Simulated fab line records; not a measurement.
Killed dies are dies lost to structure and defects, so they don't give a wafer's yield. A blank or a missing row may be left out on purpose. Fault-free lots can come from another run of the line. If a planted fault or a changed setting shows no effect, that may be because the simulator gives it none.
Comparing a struck lot with a sound one    flow berkeleyCmos170    32 out of 331 route steps
Sound: these wafers, L535.2, L535.4, L535.6. Struck: wafers L544.2, L544.5. (L544.4 of the same lot was not struck and is left out.) The cause comes at the end.
Per side, at each step with rows, come the tool, then ch with its chambers, and then its first start. Under that, the readings that differ: sound wafers    struck wafers    difference of the means    sigmas: that difference in standard deviations of wafers without a fault.
alike: same words and numbers on both sides, and readings whose means sit less than 2 such deviations apart. not compared: any withheld reading, any reading some wafer has no value for, any bound like >300 that may hide the same value, and any number with overlapping values for which the record gives no deviation.
Wherever a step has rows on one side only, a row that says differs or no value, or a row with sigmas, the two part there. Numbers that don't overlap but have no deviation are shown without sigmas and don't part them. A reading missing from all wafers of one side parts the sides only when that side holds two or more wafers.

first, 6 steps without rows for these wafers: UCB170_V2_HMDS_06 (prime time 60 s); UCB170_V2_COAT_07 (resist thk 900 nm); UCB170_V2_SOFTBAKE_08 (time 60 s); UCB170_V2_EXPOSE_09 (exposes mask VIA2, target cd 700 nm); UCB170_V2_PEB_10; UCB170_V2_DEVELOP_11 (develop time 45 s).
UCB170_V2_CD_MEAS_12: target cd 700 nm.
  struck on cdSem-02, day 10 16:57; sound on cdSem-02, day 8 11:31
  alike: cdNm
UCB170_V2_OVL_MEAS_13:
  struck on overlay-02, day 10 17:03; sound on overlay-02, day 8 11:38
  alike: V2_OVL
UCB170_V2_ETCH_14: etches SiO2 in CHF3/CF4/Ar, stops on Al, target depth 1250 nm, time 291 s.
  sound on rieDiel-04 ch 1,3, day 8 11:40; struck on rieDiel-03 ch 2, day 10 17:05
  alike: drypumpMotorCurrentA, oesProductAu, throttleValvePct
  not compared: rfHoursCounterH
UCB170_V2_STRIP_15: strips in O2.
  sound on plasmaAsher-01 ch 0,1, day 8 11:50; struck on plasmaAsher-01 ch 0,1, day 10 17:16
reading                   sound              struck       difference  sigmas
stripTimeToEndpointS (s)  15.57 15.51 15.58  15.33 15.27  -0.25       -2
  alike: drypumpMotorCurrentA, oesProductAu
  not compared: rfHoursCounterH
UCB170_V2_CD_MEAS_90: target cd 700 nm.
  struck on cdSem-02, day 10 17:23; sound on cdSem-01, day 8 11:58
  alike: cdNm
then, 1 step without rows for these wafers: UCB170_M3_PRE_CLEAN_00 (preclean etch time 60 s).
UCB170_M3_SPUTTER_01: material Al, target thk 900 nm, time 120 s.
  struck on pvdSputter-01, day 10 17:33; sound on pvdSputter-01, day 8 12:07
reading                               sound              struck     difference  sigmas
model.Al_of_M3_SPUTTER_01.thkNm (nm)  900.7 901.7 904.6  1267 1263  +363        
  alike: chamberPressurePa, throttleValvePct
UCB170_M3_RS_MEAS_02: uses a four-point probe to measure.
  struck on filmMetro-03, day 10 17:39; sound on filmMetro-01, day 8 12:14
reading            sound                 struck         difference  sigmas
M3_AL_RS (ohm/sq)  0.0322 0.0321 0.0320  0.0228 0.0229  -0.0092     -26
UCB170_M3_THK_MEAS_03: measures by xrf.
  struck on filmMetro-03, day 10 17:46; sound on filmMetro-01, day 8 12:20
reading         sound        struck     difference  sigmas
M3_AL_THK (nm)  898 904 908  1262 1264  +360        +33
then, 3 steps without rows for these wafers: UCB170_M3_HMDS_04 (prime time 60 s); UCB170_M3_COAT_05 (resist thk 900 nm); UCB170_M3_SOFTBAKE_06 (time 60 s).
UCB170_M3_STRIP_07: strips in O2.
  sound on plasmaAsher-01 ch 0,1, day 8 12:59; struck on plasmaAsher-01 ch 0,1, day 10 18:16
  alike: drypumpMotorCurrentA, oesProductAu, stripTimeToEndpointS
  not compared: rfHoursCounterH
then, 7 steps without rows for these wafers: UCB170_M3_STRIP_08 (strips KrF in DMSO, time 600 s); UCB170_M3_COAT_09; UCB170_M3_COAT_10 (resist thk 900 nm); UCB170_M3_SOFTBAKE_11 (time 60 s); UCB170_M3_EXPOSE_12 (exposes mask METAL3, target cd 700 nm); UCB170_M3_PEB_13; UCB170_M3_DEVELOP_14 (develop time 45 s).
UCB170_M3_CD_MEAS_15: target cd 700 nm.
  struck on cdSem-02, day 10 22:55; sound on cdSem-01, day 8 14:34
  alike: cdNm
UCB170_M3_OVL_MEAS_16:
  struck on overlay-01, day 10 23:01; sound on overlay-02, day 8 14:40
  alike: M3_OVL
UCB170_M3_ETCH_17: etches BARC in N2/H2.
  sound on rieDiel-03 ch 0,1, day 8 14:41; struck on rieDiel-03 ch 0, day 10 23:03
  alike: drypumpMotorCurrentA, h2FlowSccm, oesProductAu, throttleValvePct
UCB170_M3_METAL_ETCH_18: etches Al in Cl2/BCl3, stops on SiO2, target depth 1170 nm, time 198.8 s.
  sound on rieMetal-02 ch 0, day 8 14:44; struck on rieMetal-03 ch 1, day 10 23:05
reading              sound              struck       difference  sigmas
oesProductAu (a.u.)  0.838 0.834 0.846  0.978 0.975  +0.137      +9
  alike: drypumpMotorCurrentA, throttleValvePct
  not compared: rfHoursCounterH
UCB170_M3_STRIP_19: strips in O2.
  sound on plasmaAsher-03 ch 0,1, day 8 14:59; struck on plasmaAsher-01 ch 1, day 10 23:16
  alike: drypumpMotorCurrentA, oesProductAu
  not compared: rfHoursCounterH
UCB170_M3_PROBE_99:
  struck on prober-02, day 10 23:40; sound on prober-01, day 8 15:23
reading                          sound  struck  difference  sigmas
model.etest.antennaM3.overLimit  0 0 0  1 1     +1          
model.etest.antennaM2.short      0 0 0  1 1     +1          
model.etest.antennaM3.short      0 0 0  1 1     +1          
model.etest.antennaM2.overLimit  0 0 0  1 1     +1          

WHERE THEY PART
Earliest at UCB170_V2_STRIP_15; latest, in this record, at UCB170_M3_METAL_ETCH_18. Later steps at which nothing parts them and some readings are alike: UCB170_M3_STRIP_19.

WHY: whatever the simulator had introduced
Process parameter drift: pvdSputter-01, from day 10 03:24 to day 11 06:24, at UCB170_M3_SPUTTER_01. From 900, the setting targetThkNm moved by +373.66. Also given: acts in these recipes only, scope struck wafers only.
